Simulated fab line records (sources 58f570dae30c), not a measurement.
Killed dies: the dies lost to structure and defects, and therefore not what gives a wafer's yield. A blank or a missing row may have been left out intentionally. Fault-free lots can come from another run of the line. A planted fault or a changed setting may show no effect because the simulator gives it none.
Which of the tools did it? || flow berkeley-cmos170 || 15 lots with 45 wafers sampled at 2 steps, on a route of 331 steps

WHAT THE GAUGES SHOWED, per wafer
UCB170_PVT_TW_MEAS_09.
{"lot": "L196", "measured": "day 5 05:54", "on": "film-metro-03", "PVT_TW": "630 633 630"}
{"lot": "L197", "measured": "day 5 05:49", "on": "film-metro-04", "PVT_TW": "505 508 507"}
{"lot": "L200", "measured": "day 5 21:16", "on": "film-metro-04", "PVT_TW": "509 507 507"}
{"lot": "L198", "measured": "day 5 21:55", "on": "film-metro-02", "PVT_TW": "649 644 647"}
{"lot": "L201", "measured": "day 6 16:08", "on": "film-metro-02", "PVT_TW": "527 528 526"}
{"lot": "L204", "measured": "day 7 07:27", "on": "film-metro-03", "PVT_TW": "630 629 630"}
{"lot": "L208", "measured": "day 8 04:14", "on": "film-metro-02", "PVT_TW": "522 521 519"}
{"lot": "L210", "measured": "day 8 09:45", "on": "film-metro-03", "PVT_TW": "507 510 509"}
{"lot": "L209", "measured": "day 8 09:56", "on": "film-metro-04", "PVT_TW": "509 508 507"}
{"lot": "L212", "measured": "day 9 07:59", "on": "film-metro-03", "PVT_TW": "511 510 511"}
{"lot": "L213", "measured": "day 9 10:56", "on": "film-metro-02", "PVT_TW": "519 522 522"}
{"lot": "L215", "measured": "day 9 11:10", "on": "film-metro-03", "PVT_TW": "511 512 510"}
{"lot": "L214", "measured": "day 9 11:25", "on": "film-metro-04", "PVT_TW": "507 505 506"}
{"lot": "L217", "measured": "day 10 09:13", "on": "film-metro-03", "PVT_TW": "510 512 512"}
{"lot": "L218", "measured": "day 10 09:16", "on": "film-metro-02", "PVT_TW": "518 521 521"}

WHAT TOOL EACH LOT RAN ON (gives the tool, then ch and the chambers of the sampled wafers, and finally the start)
{"lot": "L196", "UCB170_PVT_IMPLANT_07": "implanter-04 ch 0, day 5 05:21"}
{"lot": "L197", "UCB170_PVT_IMPLANT_07": "implanter-03 ch 0, day 5 05:37"}
{"lot": "L200", "UCB170_PVT_IMPLANT_07": "implanter-03 ch 0, day 5 21:02"}
{"lot": "L198", "UCB170_PVT_IMPLANT_07": "implanter-04 ch 0, day 5 21:17"}
{"lot": "L201", "UCB170_PVT_IMPLANT_07": "implanter-03 ch 0, day 6 15:53"}
{"lot": "L204", "UCB170_PVT_IMPLANT_07": "implanter-03 ch 0, day 7 06:39"}
{"lot": "L208", "UCB170_PVT_IMPLANT_07": "implanter-04 ch 0, day 8 03:59"}
{"lot": "L210", "UCB170_PVT_IMPLANT_07": "implanter-03 ch 0, day 8 09:30"}
{"lot": "L209", "UCB170_PVT_IMPLANT_07": "implanter-04 ch 0, day 8 09:41"}
{"lot": "L212", "UCB170_PVT_IMPLANT_07": "implanter-03 ch 0, day 9 07:44"}
{"lot": "L213", "UCB170_PVT_IMPLANT_07": "implanter-02 ch 0, day 9 10:41"}
{"lot": "L215", "UCB170_PVT_IMPLANT_07": "implanter-04 ch 0, day 9 10:55"}
{"lot": "L214", "UCB170_PVT_IMPLANT_07": "implanter-02 ch 0, day 9 11:12"}
{"lot": "L217", "UCB170_PVT_IMPLANT_07": "implanter-02 ch 0, day 10 08:59"}
{"lot": "L218", "UCB170_PVT_IMPLANT_07": "implanter-03 ch 0, day 10 09:03"}
- UCB170_PVT_IMPLANT_07

AS READ BY THE TOOLS THEMSELVES (means over the sampled wafers that have a number; for cases with no such wafer, the mark the record gives instead)
The record holds no such reading with a usual standard deviation.

THE ANSWER, worked out from the rows above alone
Rule: the usual values come from the lots themselves. Put in order of their means at a reading, lots are off if they are a third of the lots or fewer, leave a main group of 4 or more, and stand apart from it by a gap of 3 or more times the standard deviation of the main group's means; of several such gaps the widest counts. Not used: any main group whose means are identical at the precision the tables above print for the reading. Also off: a lot with no number at a reading for which 4 or more lots have one. Any other lot the step has rows for is counted as sound. After the gauges, taken in route order, come the tools' own readings; for these a lot's mean is taken, as printed above. The first step at which some lot is off is used, and at that step the reading that is off furthest; a lot without a number counts as furthest.
Off: at UCB170_PVT_TW_MEAS_09 (PVT_TW), L196, L198, L204. Mean 513 and standard deviation 6.7 in the main group.
A tool fits if, at a process step before that reading, it ran every lot that is off, and no sound lot after the first of them. Those tools and the gauges at UCB170_PVT_TW_MEAS_09 are tried in the same way. Not one of the candidates tried fits.

WHAT HAD BEEN PUT IN BY THE SIMULATOR
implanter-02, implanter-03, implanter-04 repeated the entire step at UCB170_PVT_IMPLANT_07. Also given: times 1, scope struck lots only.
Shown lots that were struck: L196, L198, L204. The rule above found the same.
